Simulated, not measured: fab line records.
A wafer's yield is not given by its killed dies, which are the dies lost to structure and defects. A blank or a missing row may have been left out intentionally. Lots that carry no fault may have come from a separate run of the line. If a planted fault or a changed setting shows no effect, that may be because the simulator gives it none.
What tool caused it? -- flow rit-cmos -- 13 lots, 39 wafers sampled, at 5 steps of a route of 202

== WHAT THE GAUGES SHOWED, per wafer ==
RIT_GATE_CD_MEAS_90: the cd target is 150 nm.
lot,measured,on,cd-nm (nm)
L787,day 2 17:37,cd-sem-01,151.2 151.9 150.6
L789,day 3 07:57,cd-sem-01,148.2 145.9 150.0
L790,day 3 13:53,cd-sem-02,149.3 149.2 148.7
L791,day 3 18:35,cd-sem-02,151.9 153.7 153.1
L792,day 3 22:55,cd-sem-01,150.0 150.1 148.6
L794,day 4 11:38,cd-sem-02,146.9 148.4 147.7
L795,day 4 12:59,cd-sem-02,147.7 148.9 148.8
L796,day 4 17:29,cd-sem-01,155.1 152.3 152.1
L802,day 5 20:44,cd-sem-02,148.8 149.0 148.0
L804,day 6 06:48,cd-sem-02,146.8 150.3 147.9
L807,day 6 20:55,cd-sem-02,150.6 151.8 149.9
L808,day 7 02:30,cd-sem-02,147.1 146.2 148.9
L809,day 7 04:48,cd-sem-02,148.1 147.1 147.0

RIT_SDANNEAL_RS_MEAS_04: the measuring method here is four-point-probe.
lot,measured,on,PSD_RS (ohm/sq)
L787,day 3 06:29,film-metro-03,116.32 116.06 116.22
L789,day 3 22:09,film-metro-02,115.63 115.64 115.83
L790,day 4 02:58,film-metro-03,116.18 115.92 115.88
L791,day 4 07:15,film-metro-03,115.87 115.73 116.01
L792,day 4 12:19,film-metro-03,115.96 116.05 115.59
L794,day 5 01:04,film-metro-04,116.05 115.93 116.19
L795,day 5 03:50,film-metro-04,116.25 115.94 116.01
L796,day 5 06:48,film-metro-04,116.11 116.13 115.73
L802,day 6 09:53,film-metro-03,115.54 115.20 115.50
L804,day 6 19:56,film-metro-02,116.13 115.77 116.17
L807,day 7 10:20,film-metro-03,115.87 115.26 115.58
L808,day 7 15:04,film-metro-04,115.88 115.81 115.55
L809,day 7 17:14,film-metro-02,115.78 115.83 115.76

RIT_CONTACT_CD_MEAS_08: the cd target is 1000 nm.
lot,measured,on,cd-nm (nm)
L787,day 3 08:40,cd-sem-01,999.5 999.9 1001.0
L789,day 4 00:17,cd-sem-01,1001.6 1002.5 1000.5
L790,day 4 05:15,cd-sem-01,1002.0 999.1 1000.0
L791,day 4 09:32,cd-sem-01,1001.3 1000.5 1002.4
L792,day 4 14:31,cd-sem-02,1004.8 1006.5 1003.5
L794,day 5 03:16,cd-sem-02,1001.0 1002.6 1000.5
L795,day 5 06:02,cd-sem-01,997.8 996.3 998.8
L796,day 5 08:53,cd-sem-01,999.0 1001.3 999.4
L802,day 6 12:10,cd-sem-02,1001.2 1001.9 1001.1
L804,day 6 22:01,cd-sem-02,999.8 1001.2 1000.5
L807,day 7 12:32,cd-sem-01,999.1 997.4 999.2
L808,day 7 17:16,cd-sem-02,999.3 997.5 999.7
L809,day 7 19:30,cd-sem-02,1001.2 1000.1 1000.0

RIT_M1_CD_MEAS_09: the cd target is 2600 nm.
lot,measured,on,cd-nm (nm)
L787,day 3 11:21,cd-sem-01,2599.7 2600.0 2600.2
L789,day 4 03:05,cd-sem-01,2603.0 2603.2 2603.1
L790,day 4 07:45,cd-sem-01,2602.1 2602.4 2600.6
L791,day 4 12:10,cd-sem-02,2600.3 2598.6 2600.0
L792,day 4 17:05,cd-sem-02,2595.9 2596.6 2596.8
L794,day 5 06:07,cd-sem-02,2753.3 2752.0 2753.3 2753.7 2752.0 2753.4
L795,day 5 08:40,cd-sem-02,2601.5 2602.4 2602.7
L796,day 5 11:32,cd-sem-02,2599.2 2600.5 2596.7
L802,day 6 14:50,cd-sem-02,2599.9 2599.8 2601.1
L804,day 7 00:50,cd-sem-02,2600.1 2603.4 2599.6
L807,day 7 15:02,cd-sem-02,2598.3 2598.5 2598.7
L808,day 7 19:53,cd-sem-01,2596.9 2598.0 2598.9
L809,day 7 22:07,cd-sem-02,2602.8 2601.0 2604.9

== TOOL THAT RAN EACH LOT (tool first, then ch and the chambers of the sampled wafers, then the start) ==
lot,RIT_M1_EXPOSE_06
L787,"iline-stepper-02 ch 0, day 3 10:55"
L789,"iline-stepper-01 ch 0, day 4 02:40"
L790,"iline-stepper-01 ch 0, day 4 07:19"
L791,"iline-stepper-01 ch 0, day 4 11:44"
L792,"iline-stepper-01 ch 0, day 4 16:35"
L794,"iline-stepper-02 ch 0, day 5 05:41"
L795,"iline-stepper-01 ch 0, day 5 08:14"
L796,"iline-stepper-02 ch 0, day 5 11:07"
L802,"iline-stepper-02 ch 0, day 6 14:24"
L804,"iline-stepper-01 ch 0, day 7 00:24"
L807,"iline-stepper-01 ch 0, day 7 14:36"
L808,"iline-stepper-02 ch 0, day 7 19:28"
L809,"iline-stepper-02 ch 0, day 7 21:41"
- RIT_M1_EXPOSE_06: exposes mask M12, target cd 2600 nm.

== WHAT THE TOOLS THEMSELVES READ (means of the sampled wafers that have a number; where no wafer has one, the mark that the record gives instead) ==
RIT_M1_EXPOSE_06.
lot,tool,reticle-temp-C (C)
L787,iline-stepper-02,23.08
L789,iline-stepper-01,22.86
L790,iline-stepper-01,22.89
L791,iline-stepper-01,22.87
L792,iline-stepper-01,23.00
L794,iline-stepper-02,22.95
L795,iline-stepper-01,23.05
L796,iline-stepper-02,23.03
L802,iline-stepper-02,22.98
L804,iline-stepper-01,22.99
L807,iline-stepper-01,23.08
L808,iline-stepper-02,22.95
L809,iline-stepper-02,22.99

== THE ANSWER, worked out from the rows above alone ==
Rule: usual is defined by the lots themselves. The widest of any qualifying gaps counts: lots, ordered by their means at a reading, are off when they make up no more than a third of the lots, leave a main group of 4 or more, and stand apart from it by 3 or more times the standard deviation of that group's means. The tables above print the reading to a certain number of digits; a main group whose means all agree to those digits is not used. A lot without any number at a reading at which 4 lots or more have one is off too. All remaining lots with rows at the step are treated as sound. The gauges are gone through in route order, then the tools' own readings, and for those a lot's mean is taken as printed above. The first step at which some lot is off is used, and at that step the reading that is off furthest; a lot without a number counts as furthest.
Off, at RIT_M1_CD_MEAS_09 on cd-nm: L794. For the main group the mean is 2600.2 nm and the standard deviation 2.
A tool fits if, at a process step before that reading, it ran every lot that is off, and no sound lot after the first of them. The gauges at RIT_M1_CD_MEAS_09 are tried like those tools. No candidate that was tried fits.

== WHAT HAD BEEN PUT IN BY THE SIMULATOR ==
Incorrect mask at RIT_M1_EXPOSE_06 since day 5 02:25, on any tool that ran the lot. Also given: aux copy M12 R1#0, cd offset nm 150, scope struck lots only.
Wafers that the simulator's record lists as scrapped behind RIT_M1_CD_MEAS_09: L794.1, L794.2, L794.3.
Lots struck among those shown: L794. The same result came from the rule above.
